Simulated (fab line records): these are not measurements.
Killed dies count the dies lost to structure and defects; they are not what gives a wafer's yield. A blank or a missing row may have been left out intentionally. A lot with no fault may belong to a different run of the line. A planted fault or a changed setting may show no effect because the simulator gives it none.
8D (eight disciplines) problem report, filled in by code / flow berkeley-cmos170 / the parts of the form that need people (team, actions taken, sign-off) are left out

1. WHAT IS WRONG
CONTACT_PSG_THK at UCB170_CONTACT_THK_MEAS_02 reads a mean of 980 nm on 6 wafers of 2 lots; wafers without a fault read 699 nm with a standard deviation of 6.4. That is +44 standard deviations from the usual mean.
Seen first at day 9 17:50 on film-metro-01, wafer L976.1. The record has a number at this step for 42 wafers belonging to 14 lots. By rule, "out" or "out of limits" means more than 4 standard deviations away from the usual mean. All remaining wafers that have a number are taken as sound.

2. WHAT IT IS; WHAT IT IS NOT
question=which readings at this step | is=CONTACT_PSG_THK | is not=-
question=which lots | is=L975, L976 | is not=L961, L962, L963, L964, L966, L967, L968, L970, L971, L972, L980, L983
question=which wafers of those lots | is=all that have a number | is not=-
question=read on which gauges | is=film-metro-01, film-metro-03 | is not=film-metro-02
question=when | is=from day 9 17:50 | is not=up to then (30 sound wafers); but 6 sound wafers of L980, L983 came after

3. SUSPECTS, AND WHAT RULES EACH OUT
Counting: a tool stays on the suspect list if, at a process step up to the reading, it processed all lots that are out and no sound lot following the first of them.
- the gauge at UCB170_CONTACT_THK_MEAS_02 is ruled out. Those wafers that are out were read across 2 gauges (film-metro-01, film-metro-03).
- lpcvd-02 at UCB170_CONTACT_CVD_01 (deposits PSG from SiH4/O2/PH3, target thk 700 nm, time 2820 s): kept. It processed each lot that is out, first L975 at day 9 16:03, and no sound lot thereafter; up to then, the last sound lot it processed was L972 at day 9 01:10.
Left after counting: lpcvd-02 at UCB170_CONTACT_CVD_01.

4. THE CAUSE (what the simulator had put in)
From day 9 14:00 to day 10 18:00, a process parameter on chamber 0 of lpcvd-02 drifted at UCB170_CONTACT_CVD_01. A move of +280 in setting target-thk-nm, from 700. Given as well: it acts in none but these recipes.
After counting, this tool was the only one left.

5. SEQUENCE OF EFFECTS, ordered by route
Rows list readings where the struck wafers' mean (over those with a number) sits beyond 3 standard deviations from the usual. Scope: only readings with a usual standard deviation given in the record; hours: median across lots of the time from each lot's start at the first step in this table that gives one to its start at this step; sigmas: change in usual standard deviations.
hours=0; step=UCB170_CONTACT_THK_MEAS_02; reading=CONTACT_PSG_THK; usual=699 nm; on struck wafers=980; change=+280; sigmas=+44
hours=-; step=UCB170_CONTACT_ETCH_18; reading=oes-product-au; usual=0.886 a.u.; on struck wafers=0.989; change=+0.103; sigmas=+8.6
Here are the process steps it includes:
- UCB170_CONTACT_ETCH_18: etches PSG in CHF3/CF4/Ar, stops on TiSi2, target depth 840 nm, time 195 s.

6. WHAT WOULD HAVE CAUGHT IT SOONER
In this record the first reading out of limits at a measuring or inspecting step was taken at day 9 17:50, 4 hours after the fault began at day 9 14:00.
An alarm limit of 4 standard deviations would not have fired on the tool readings at UCB170_CONTACT_CVD_01 for which the record gives a usual standard deviation, since none of them was out on any struck wafer.
By day 9 17:50, every lot that is out (2) had started UCB170_CONTACT_CVD_01 on lpcvd-02. Tool hold at that time: it would have spared none of them.
